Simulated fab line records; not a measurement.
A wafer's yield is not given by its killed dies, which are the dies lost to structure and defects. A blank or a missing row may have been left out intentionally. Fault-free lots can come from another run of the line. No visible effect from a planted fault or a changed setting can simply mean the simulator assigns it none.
fab line records | flow ritCmos
record lots=5 wafers=23
route steps=202 shown SPACER@128 SILICIDE@162 CONTACT@173
startH: the number of hours between the record's first day and the start of the first shown wafer of the lot | waitH: hours from the lot's prior step to this one | " repeats the value in the row above | L1.1+2: one row covering several wafers at once | - no value, or no start given | * or withheld: withheld | < > ~ a bound
route shown NAME@n: names a module that has steps shown in the file, with the first one's number in the route | usual: the fault-free wafers' mean and standard deviation | same: alike in all rows | chamber/n: place in a boat | sites: readings site by site | _std_site: standard deviation of those values | _edge_site: inner sites' mean taken away from outer sites' mean | radiusMm: for every site, how far away it sits from the centre of the wafer | mask NAME#n: copy n | behind: tool/chamber where the wafer was last shaped | hold: what put the lot on hold/how long, in hours/how the hold closed | device: which transistor (n, p or np) failed to switch | end of line: the tests these same wafers got at the end of their route | a step with no rows: only its recipe | killed: dies lost to structure and defects at the first sort, not the wafer's yield | map: dies across one wafer; x = killed, . = not, _ = none there
set.NAME: the setting as run; set.NAME@STEP: as run at that earlier step | model.NAME: the simulator's own value behind a step, which no gauge read
lots where settings were altered on purpose, with a table for each step and a row for each wafer
## steps
# step RIT_SPACER_CVD_03
# recipe material=Si3N4 targetThkNm=250 tempC=810 precursor=SiH2Cl2/NH3 timeS=3300 pressureMtorr=300 sih2cl2FlowSccm=60 nh3FlowSccm=150
# columns lot.wafer tool chamber startH waitH set.timeS model.Si3N4_of_SPACER_CVD_03.thkNm
L077.1 - - - 0.0 3300 250.4
L077.2 " - " " 3300 249.8
L077.3 " - " " 3300 250.5
L077.5 " - " " 3300 250.6
L077.6 " - " " 3300 252.7
L078.1+4 - - - 0.0 2966 225.2
L078.2 " - " " 2966 226.4
L078.3 " - " " 2966 224.5
L078.5 " - " " 2966 224.9
L079.1 - - - 0.0 3697 279.5
L079.2 " - " " 3697 277.3
L079.3 " - " " 3697 278.9
L079.4 " - " " 3697 279.2
L079.5 " - " " 3697 279.8
L082.2 - - - 1.3 3652 276.1
L082.3 " - " " 3652 277.4
L082.4 " - " " 3652 276.6
L082.5 " - " " 3652 275
L082.6 " - " " 3652 276.2
L084.1 lpcvd-02 0 99.93 0.0 3300 247.8
L084.3 " 0 " " 3300 249.8
L084.5 " 0 " " 3300 249.9
# step RIT_SPACER_THK_MEAS_04
# recipe reads=Si3N4_of_SPACER_CVD_03
# usual SPACER_NITRIDE_THK=250.4/1.2
# columns lot.wafer tool chamber startH waitH set.timeS@SPACER_CVD_03 SPACER_NITRIDE_THK[nm]
L077.1 filmMetro-01 - - - 3300 250.4
L077.2 " - " " 3300 249.7
L077.3 " - " " 3300 250.5
L077.5 " - " " 3300 250.5
L077.6 " - " " 3300 252.8
L078.1 filmMetro-01 - - - 2966 225.1
L078.2 " - " " 2966 226.3
L078.3 " - " " 2966 224.6
L078.4 " - " " 2966 225.3
L078.5 " - " " 2966 224.8
L079.1 filmMetro-03 - - - 3697 279.4
L079.2 " - " " 3697 277.4
L079.3 " - " " 3697 279.1
L079.4 " - " " 3697 279.3
L079.5 " - " " 3697 279.8
L082.2 filmMetro-04 - - - 3652 276.0
L082.3 " - " " 3652 277.4
L082.4 " - " " 3652 276.6
L082.5 " - " " 3652 275.0
L082.6 " - " " 3652 276.3
L084.1 filmMetro-01 - 101.84 0.0 3300 247.8
L084.3 " - " " 3300 249.8
L084.5 " - " " 3300 249.8
# step RIT_SPACER_ETCHBACK_05
# recipe targetDepthA=2500 SF6_flow_sccm=30 CHF3_flow_sccm=30 target=Si3N4 chemistry=SF6/CHF3 pressureMtorr=40 rfW=250 timeS=240 stopOn=SiO2
# columns lot.wafer tool chamber startH waitH set.timeS@SPACER_CVD_03 model.etch.depthNm model.Si3N4_of_SPACER_CVD_03.thkNm
L077.1 rieDiel-04 3 65.21 0.1 3300 250.4 194.8
L077.2 " 1 " " 3300 249.8 193.5
L077.3 " 2 " " 3300 250.5 195.1
L077.5 " 2 " " 3300 250.6 195.4
L077.6 " 3 " " 3300 252.7 196.6
L078.1 rieDiel-01 2 69.16 0.1 2966 225.2 177.2
L078.2 " 3 " " 2966 226.4 177.8
L078.3 " 1 " " 2966 224.5 176.3
L078.4 " 0 " " 2966 225.2 176.6
L078.5 " 3 " " 2966 224.9 177
L079.1 rieDiel-01 1 73.86 0.1 3697 279.5 220
L079.2 " 0 " " 3697 277.3 217.7
L079.3 " 3 " " 3697 278.9 219.5
L079.4 " 2 " " 3697 279.2 220.2
L079.5 " 2 " " 3697 279.8 220.5
L082.2 rieDiel-04 3 93.73 0.0 3652 276.1 215.3
L082.3 " 2 " " 3652 277.4 216
L082.4 " 1 " " 3652 276.6 214.6
L082.5 " 1 " " 3652 275 213.2
L082.6 " 0 " " 3652 276.2 216.7
L084.1 rieDiel-04 2 101.90 0.1 3300 247.8 193.2
L084.3 " 1 " " 3300 249.8 194.2
L084.5 " 1 " " 3300 249.9 194.1
# step RIT_SILICIDE_SPUTTER_01
# recipe material=Ti targetThkNm=30 powerW=350 chamberPressurePa=0.667 gas=Ar timeS=240 substrateTempC=25
# columns lot.wafer tool chamber startH waitH set.powerW model.Ti_of_SILICIDE_SPUTTER_01.thkNm
L077.1 pvdSputter-02 - 69.17 0.0 378 32.27
L077.2 " - " " 378 32.59
L077.3 " - " " 378 32.08
L077.5+6 " - " " 350 29.82
L078.1 pvdSputter-01 - 73.25 0.0 350 30.55
L078.2 " - " " 350 30.82
L078.3 " - " " 338.2 29.42
L078.4 " - " " 350 30.44
L078.5 " - " " 338.2 29.54
L079.1 pvdSputter-02 - 78.06 0.0 350 30.18
L079.2 " - " " 350 30.13
L079.3 " - " " 309.4 26.52
L079.4 " - " " 309.4 27.05
L079.5 " - " " 350 29.86
L082.2 pvdSputter-01 - 97.81 0.0 350 30.17
L082.3 " - " " 373.4 32.68
L082.4 " - " " 350 30.46
L082.5 " - " " 350 30.72
L082.6 " - " " 373.4 32.31
L084.1 pvdSputter-01 - 106.09 0.0 350 30.02
L084.3 " - " " 350 30.67
L084.5 " - " " 350 30.29
# step RIT_SILICIDE_RS_MEAS_02
# recipe thkMeasGauge=four-point-probe reads=Ti_of_SILICIDE_SPUTTER_01
# usual SILICIDE_TI_RS=47.5/0.6
# columns lot.wafer tool chamber startH waitH set.powerW@SILICIDE_SPUTTER_01 SILICIDE_TI_RS[ohm/sq]
L077.1 filmMetro-03 - 69.32 0.1 378 43.7
L077.2 " - " " 378 43.3
L077.3 " - " " 378 44.2
L077.5 " - " " 350 48.3
L077.6 " - " " 350 48.4
L078.1 filmMetro-02 - 73.40 0.1 350 46.8
L078.2 " - " " 350 46.3
L078.3 " - " " 338.2 49.1
L078.4 " - " " 350 47.0
L078.5 " - " " 338.2 48.8
L079.1 filmMetro-02 - 78.21 0.1 350 47.6
L079.2 " - " " 350 47.6
L079.3 " - " " 309.4 56.0
L079.4 " - " " 309.4 54.6
L079.5 " - " " 350 48.1
L082.2 filmMetro-01 - 97.98 0.1 350 47.6
L082.3 " - " " 373.4 43.1
L082.4 " - " " 350 47.0
L082.5 " - " " 350 46.5
L082.6 " - " " 373.4 43.6
L084.1 filmMetro-01 - 106.24 0.1 350 47.9
L084.3 " - " " 350 46.6
L084.5 " - " " 350 47.3
# step RIT_SILICIDE_THK_MEAS_03
# recipe thkMeasGauge=xrf reads=Ti_of_SILICIDE_SPUTTER_01
# usual SILICIDE_TI_THK=30.2/0.35
# columns lot.wafer tool chamber startH waitH set.powerW@SILICIDE_SPUTTER_01 SILICIDE_TI_THK[nm]
L077.1 filmMetro-03 - 69.44 0.1 378 32.1
L077.2 " - " " 378 32.4
L077.3 " - " " 378 32.0
L077.5 " - " " 350 29.6
L077.6 " - " " 350 29.7
L078.1 filmMetro-02 - 73.52 0.1 350 30.7
L078.2 " - " " 350 30.9
L078.3 " - " " 338.2 29.5
L078.4 " - " " 350 30.5
L078.5 " - " " 338.2 29.6
L079.1 filmMetro-02 - 78.33 0.1 350 30.2
L079.2 " - " " 350 30.2
L079.3 " - " " 309.4 26.6
L079.4 " - " " 309.4 27.1
L079.5 " - " " 350 30.0
L082.2 filmMetro-01 - 98.09 0.1 350 30.3
L082.3 " - " " 373.4 32.7
L082.4 " - " " 350 30.7
L082.5 " - " " 350 30.7
L082.6 " - " " 373.4 32.4
L084.1 filmMetro-01 - 106.36 0.1 350 30.0
L084.3 " - " " 350 30.5
L084.5 " - " " 350 30.3
# step RIT_CONTACT_EXPOSE_05
# recipe maskId=M11 na=0.6 sourceShape=conventional sigmaOuter=0.5 targetCdNm=1000 doseMj=250
# columns lot.wafer tool chamber startH waitH mask set.doseMj
L077.1+3+6 ilineStepper-02 0 70.24 0.1 M11#0 250
L077.2+5 " 0 " " M11#0 258.9
L078.1+4+5 ilineStepper-01 0 74.48 0.2 M11#0 268.2
L078.2+3 " 0 " " M11#0 250
L079.1+3+5 ilineStepper-02 0 79.25 0.2 M11#0 250
L079.2+4 " 0 " " M11#0 266.8
L082.2+5+6 ilineStepper-01 0 98.90 0.1 M11#0 259.8
L082.3+4 " 0 " " M11#0 250
L084.1+3+5 ilineStepper-01 0 107.33 0.2 M11#0 250
# step RIT_CONTACT_PEB_06
# recipe resist=NOVOLAK tempC=withheld timeS=withheld
# step RIT_CONTACT_DEVELOP_07
# recipe resist=NOVOLAK developTimeS=121.6 devTempC=23
# columns lot.wafer tool chamber startH waitH set.doseMj@CONTACT_EXPOSE_05 model.CONTACT.cdNm
L077.1 lithoTrack-01 0 - - 250 1004
L077.2 " 0 " " 258.9 1013
L077.3+6 " 0 " " 250 1002
L077.5 " 0 " " 258.9 1011
L078.1+5 lithoTrack-04 0 - - 268.2 1025
L078.2 " 0 " " 250 1005
L078.3 " 0 " " 250 1006
L078.4 " 0 " " 268.2 1024
L079.1 lithoTrack-01 0 - - 250 1000
L079.2 " 0 " " 266.8 1019
L079.3 " 0 " " 250 1003
L079.4 " 0 " " 266.8 1017
L079.5 " 0 " " 250 1004
L082.2 lithoTrack-01 0 - - 259.8 1015
L082.3+4 " 0 " " 250 1004
L082.5+6 " 0 " " 259.8 1014
L084.1 lithoTrack-03 0 - - 250 998.4
L084.3 " 0 " " 250 998.8
L084.5 " 0 " " 250 998.5
# step RIT_CONTACT_CD_MEAS_08
# recipe targetCdNm=1000
# usual cdNm=1000.8/3
# columns lot.wafer tool chamber startH waitH set.doseMj@CONTACT_EXPOSE_05 cdNm
L077.1 cdSem-02 - 70.76 - 250 1003.5
L077.2 " - " " 258.9 1013.3
L077.3 " - " " 250 1002.9
L077.5 " - " " 258.9 1011.1
L077.6 " - " " 250 1002.2
L078.1 cdSem-02 - 75.03 - 268.2 1025.2
L078.2 " - " " 250 1004.6
L078.3 " - " " 250 1005.6
L078.4 " - " " 268.2 1024.6
L078.5 " - " " 268.2 1025.0
L079.1 cdSem-01 - 79.77 - 250 999.9
L079.2 " - " " 266.8 1018.2
L079.3 " - " " 250 1003.4
L079.4 " - " " 266.8 1016.9
L079.5 " - " " 250 1003.9
L082.2 cdSem-02 - 99.42 - 259.8 1014.8
L082.3 " - " " 250 1004.2
L082.4 " - " " 250 1003.3
L082.5 " - " " 259.8 1014.6
L082.6 " - " " 259.8 1014.7
L084.1 cdSem-01 - 107.84 - 250 998.4
L084.3 " - " " 250 998.8
L084.5 " - " " 250 998.7
# step RIT_CONTACT_STRIP_12
# recipe chemistry=O2 timeS=180 resist=NOVOLAK platenTempC=withheld powerW=500 pressureMtorr=4000 o2FlowSccm=4000
# columns lot.wafer tool chamber startH waitH set.timeS
L077.1+3+5 plasmaAsher-03 0,1,0 71.26 0.1 154.3
L077.2+6 " 1 " " 180
L078.1+3 plasmaAsher-01 1,0 75.53 0.1 188.1
L078.2+4+5 " 0,1,1 " " 180
L079.1+2+3 plasmaAsher-01 1,0,0 80.27 0.1 163.3
L079.4+5 " 1,0 " " 180
L082.2+3+4+5+6 plasmaAsher-01 0,0,1,1,0 99.90 0.1 180
L084.1+3+5 plasmaAsher-02 1,0,1 108.34 0.1 180
# step RIT_CONTACT_CD_MEAS_90
# recipe targetCdNm=1000
# usual cdNm=1000.7/2.9
# columns lot.wafer tool chamber startH waitH set.doseMj@CONTACT_EXPOSE_05 cdNm
L077.1 cdSem-02 - 71.43 0.1 250 1003.6
L077.2 " - " " 258.9 1013.2
L077.3 " - " " 250 1002.6
L077.5 " - " " 258.9 1011.0
L077.6 " - " " 250 1002.3
L078.1 cdSem-01 - 75.70 0.1 268.2 1025.4
L078.2 " - " " 250 1004.7
L078.3 " - " " 250 1006.1
L078.4 " - " " 268.2 1024.2
L078.5 " - " " 268.2 1024.5
L079.1 cdSem-01 - 80.44 0.1 250 1000.1
L079.2 " - " " 266.8 1019.0
L079.3 " - " " 250 1003.7
L079.4 " - " " 266.8 1016.6
L079.5 " - " " 250 1003.5
L082.2 cdSem-01 - 100.09 0.1 259.8 1014.2
L082.3 " - " " 250 1004.6
L082.4 " - " " 250 1002.9
L082.5 " - " " 259.8 1013.7
L082.6 " - " " 259.8 1014.7
L084.1 cdSem-02 - 108.52 0.1 250 998.1
L084.3 " - " " 250 998.8
L084.5 " - " " 250 998.3
## key
split step=RIT_SPACER_CVD_03 setting=timeS stated=3300 by=lot
response step=RIT_SPACER_CVD_03 reading=model.Si3N4_of_SPACER_CVD_03.thkNm change=+2.43 per=1% r=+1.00
response step=RIT_SPACER_THK_MEAS_04 reading=SPACER_NITRIDE_THK change=+2.43 per=1% r=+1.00
response step=RIT_SPACER_ETCHBACK_05 reading=model.etch.depthNm change=+2.43 per=1% r=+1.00
response step=RIT_SPACER_ETCHBACK_05 reading=model.Si3N4_of_SPACER_CVD_03.thkNm change=+1.9 per=1% r=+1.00
split step=RIT_SILICIDE_SPUTTER_01 setting=powerW stated=350 by=wafer
response step=RIT_SILICIDE_SPUTTER_01 reading=model.Ti_of_SILICIDE_SPUTTER_01.thkNm change=+0.296 per=1% r=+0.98
response step=RIT_SILICIDE_RS_MEAS_02 reading=SILICIDE_TI_RS change=-0.612 per=1% r=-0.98
response step=RIT_SILICIDE_THK_MEAS_03 reading=SILICIDE_TI_THK change=+0.295 per=1% r=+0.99
split step=RIT_CONTACT_EXPOSE_05 setting=doseMj stated=250 by=wafer
response step=RIT_CONTACT_DEVELOP_07 reading=model.CONTACT.cdNm change=+2.54 per=1% r=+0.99
response step=RIT_CONTACT_CD_MEAS_08 reading=cdNm change=+2.55 per=1% r=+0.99
response step=RIT_CONTACT_CD_MEAS_90 reading=cdNm change=+2.52 per=1% r=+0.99
split step=RIT_CONTACT_STRIP_12 setting=timeS stated=180 by=wafer
response none clear
